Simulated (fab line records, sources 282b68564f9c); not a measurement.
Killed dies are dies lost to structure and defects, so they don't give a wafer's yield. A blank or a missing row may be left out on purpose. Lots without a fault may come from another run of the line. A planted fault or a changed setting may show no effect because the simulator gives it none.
Which tool did it? | flow rit_cmos | 14 lots, 42 wafers sampled, at 2 steps of a route of 202

WHAT THE GAUGES READ, wafer by wafer
RIT_SILICIDE_RS_MEAS_02: measures by four-point-probe. Usual: SILICIDE_TI_RS 47.6 ohm/sq, standard deviation 0.53.
lot  | measured    | on            | SILICIDE_TI_RS (ohm/sq) | flag
L742 | day 3 12:57 | film_metro-01 | 47.4 46.9 47.5          |
L744 | day 3 21:44 | film_metro-01 | 48.5 48.4 49.1          |
L745 | day 4 02:18 | film_metro-04 | 47.7 47.8 47.7          |
L746 | day 4 09:21 | film_metro-01 | 48.2 48.5 47.9          |
L747 | day 4 09:55 | film_metro-04 | 48.2 48.2 48.3          |
L748 | day 4 14:37 | film_metro-01 | 47.9 47.9 48.3          |
L749 | day 4 23:37 | film_metro-01 | 47.3 47.8 47.5          |
L751 | day 5 07:36 | film_metro-02 | 47.5 47.0 47.8          |
L758 | day 6 19:44 | film_metro-01 | 47.2 47.0 47.0          |
L759 | day 6 23:52 | film_metro-02 | 47.5 47.3 47.4          |
L760 | day 7 03:50 | film_metro-02 | 47.4 47.2 48.1          |
L761 | day 7 10:53 | film_metro-02 | 47.2 46.9 47.0          |
L762 | day 7 15:23 | film_metro-01 | 47.7 47.8 47.4          |
L764 | day 8 02:34 | film_metro-02 | 47.6 47.2 47.2          |

WHICH TOOL RAN EACH LOT (tool, then ch and the chambers of the sampled wafers, then the start)
lot  | RIT_PRETRO_STRIP_09
L742 | plasma_asher-02 ch 0,1, day 2 14:49
L744 | plasma_asher-02 ch 0,1, day 3 02:28
L745 | plasma_asher-02 ch 0,1, day 3 05:27
L746 | plasma_asher-01 ch 0,1, day 3 12:42
L747 | plasma_asher-01 ch 0,1, day 3 15:49
L748 | plasma_asher-01 ch 0,1, day 3 19:14
L749 | plasma_asher-02 ch 0,1, day 4 02:24
L751 | plasma_asher-01 ch 0,1, day 4 10:50
L758 | plasma_asher-01 ch 0,1, day 5 22:10
L759 | plasma_asher-02 ch 1, day 6 03:40
L760 | plasma_asher-01 ch 0,1, day 6 08:25
L761 | plasma_asher-02 ch 0,1, day 6 12:10
L762 | plasma_asher-03 ch 0,1, day 6 17:50
L764 | plasma_asher-02 ch 0,1, day 7 03:34
- RIT_PRETRO_STRIP_09: strips in O2, time 180 s.

WHAT THE TOOLS THEMSELVES READ (means of the sampled wafers that have a number; where no wafer has one, the mark that the record gives instead)
RIT_PRETRO_STRIP_09. Usual: drypump_motor_current_A 5.8 A, standard deviation 0.41.
lot  | tool            | drypump_motor_current_A (A) | flag
L742 | plasma_asher-02 | 6.1                         |
L744 | plasma_asher-02 | 6.1                         |
L745 | plasma_asher-02 | 6.1                         |
L746 | plasma_asher-01 | 5.5                         |
L747 | plasma_asher-01 | 5.3                         |
L748 | plasma_asher-01 | 5.3                         |
L749 | plasma_asher-02 | 6.1                         |
L751 | plasma_asher-01 | 5.5                         |
L758 | plasma_asher-01 | 5.3                         |
L759 | plasma_asher-02 | 6.1                         |
L760 | plasma_asher-01 | 5.5                         |
L761 | plasma_asher-02 | 6.1                         |
L762 | plasma_asher-03 | 6.2                         |
L764 | plasma_asher-02 | 6.1                         |

THE ANSWER, worked out from the rows above alone
Rule: a lot is off if the mean of its wafers that have a number lies more than 3 standard deviations from the usual mean. A lot without any number at a reading at which 4 lots or more have one is off too. The other lots that the step has rows for count as sound. The gauges are gone through in route order, then the tools' own readings, and for those a lot's mean is taken as printed above. The first step at which some lot is off is used, and at that step the reading that is off furthest; a lot without a number counts as furthest.
No lot is off at any reading shown: from this, nothing can be told.

WHAT THE SIMULATOR HAD PUT IN
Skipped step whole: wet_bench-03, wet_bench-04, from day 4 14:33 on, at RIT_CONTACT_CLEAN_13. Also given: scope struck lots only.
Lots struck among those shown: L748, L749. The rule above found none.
